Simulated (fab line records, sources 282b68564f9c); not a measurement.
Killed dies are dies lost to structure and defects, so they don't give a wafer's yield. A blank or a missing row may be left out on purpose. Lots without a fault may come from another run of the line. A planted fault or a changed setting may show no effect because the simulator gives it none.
Tool commonality check | flow rit_cmos | 14 lots, 42 wafers sampled

WHY IT WAS OPENED
At RIT_NWELL_TW_MEAS_10 the reading NWELL_TW is flagged on 2 of 14 lots. Wafers without a fault read 2140, standard deviation 19.
Rule: a lot is flagged when every wafer of it that has a number lies more than 4 standard deviations from that mean, or none has a number. The other lots count as sound.

lot  | measured    | on            | NWELL_TW, wafer by wafer | flag
L144 | day 2 03:10 | film_metro-04 | 2170 2159 2160           |
L146 | day 2 12:31 | film_metro-03 | 2110 2129 2117           |
L147 | day 2 16:26 | film_metro-01 | 2109 2123 2116           |
L148 | day 2 20:06 | film_metro-04 | 2160 2167 2161           |
L150 | day 3 05:16 | film_metro-03 | 2128 2124 2126           |
L151 | day 3 11:04 | film_metro-03 | 2110 2123 2115           |
L155 | day 4 07:32 | film_metro-01 | 1984 1984 1987           | FLAGGED
L156 | day 4 15:56 | film_metro-03 | 2111 2113 2120           |
L157 | day 4 17:07 | film_metro-03 | 1965 1969 1962           | FLAGGED
L158 | day 4 20:27 | film_metro-04 | 2166 2162 2157           |
L159 | day 5 03:34 | film_metro-01 | 2139 2126 2131           |
L161 | day 5 16:27 | film_metro-01 | 2126 2139 2124           |
L162 | day 5 18:55 | film_metro-04 | 2161 2165 2171           |
L166 | day 6 14:02 | film_metro-01 | 2129 2146 2144           |
The numbers of the flagged lots are 1975 on average: -165 against the usual, or -9 standard deviations.

WHICH TOOL RAN EACH LOT
The record holds 1 process step before the reading, out of a route of 202 steps. In each cell: the tool, then ch and the chambers that the sampled wafers went through, then the start.
lot  | flag    | RIT_NWELL_IMPLANT_08
L144 |         | implanter-04 ch 0, day 2 02:52
L146 |         | implanter-01 ch 0, day 2 12:13
L147 |         | implanter-04 ch 0, day 2 16:07
L148 |         | implanter-02 ch 0, day 2 19:46
L150 |         | implanter-02 ch 0, day 3 04:57
L151 |         | implanter-02 ch 0, day 3 10:45
L155 | FLAGGED | implanter-04 ch 0, day 4 07:13
L156 |         | implanter-02 ch 0, day 4 15:37
L157 | FLAGGED | implanter-04 ch 0, day 4 16:47
L158 |         | implanter-01 ch 0, day 4 20:07
L159 |         | implanter-02 ch 0, day 5 03:15
L161 |         | implanter-01 ch 0, day 5 16:08
L162 |         | implanter-02 ch 0, day 5 18:35
L166 |         | implanter-02 ch 0, day 6 13:43
What these steps do:
- RIT_NWELL_IMPLANT_08
- RIT_NWELL_TW_MEAS_10

FLAGGED OVER TOTAL, TOOL BY TOOL (the gauges that took the reading come last)
step                 | tool          | lots run | flagged | share of the flagged lots | sound lots run after its first flagged lot
RIT_NWELL_IMPLANT_08 | implanter-01  | 3        | 0       | none                      | -
RIT_NWELL_IMPLANT_08 | implanter-02  | 7        | 0       | none                      | -
RIT_NWELL_IMPLANT_08 | implanter-04  | 4        | 2       | all                       | 0
RIT_NWELL_TW_MEAS_10 | film_metro-01 | 5        | 1       | some                      | 3 (L159,L161,L166)
RIT_NWELL_TW_MEAS_10 | film_metro-03 | 5        | 1       | some                      | 0
RIT_NWELL_TW_MEAS_10 | film_metro-04 | 4        | 0       | none                      | -

WHAT THE TABLE ALLOWS
1 row of the table ran every flagged lot: implanter-04 at RIT_NWELL_IMPLANT_08.
- implanter-04 at RIT_NWELL_IMPLANT_08: 2 of its 4 lots flagged. Its last sound lot is L147 (day 2 16:07), its first flagged lot L155 (day 4 07:13): a fault that began between those two fits. Its own readings lie more than 4 standard deviations out on every wafer of the flagged lots: beam_energy_keV.
One tool is left: implanter-04 at RIT_NWELL_IMPLANT_08.

WHAT THE SIMULATOR HAD PUT IN
Process parameter drift: implanter-04, from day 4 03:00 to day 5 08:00, at RIT_NWELL_IMPLANT_08. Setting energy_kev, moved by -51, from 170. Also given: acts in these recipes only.
Lots struck among those shown: L155, L157. The rule above found the same.
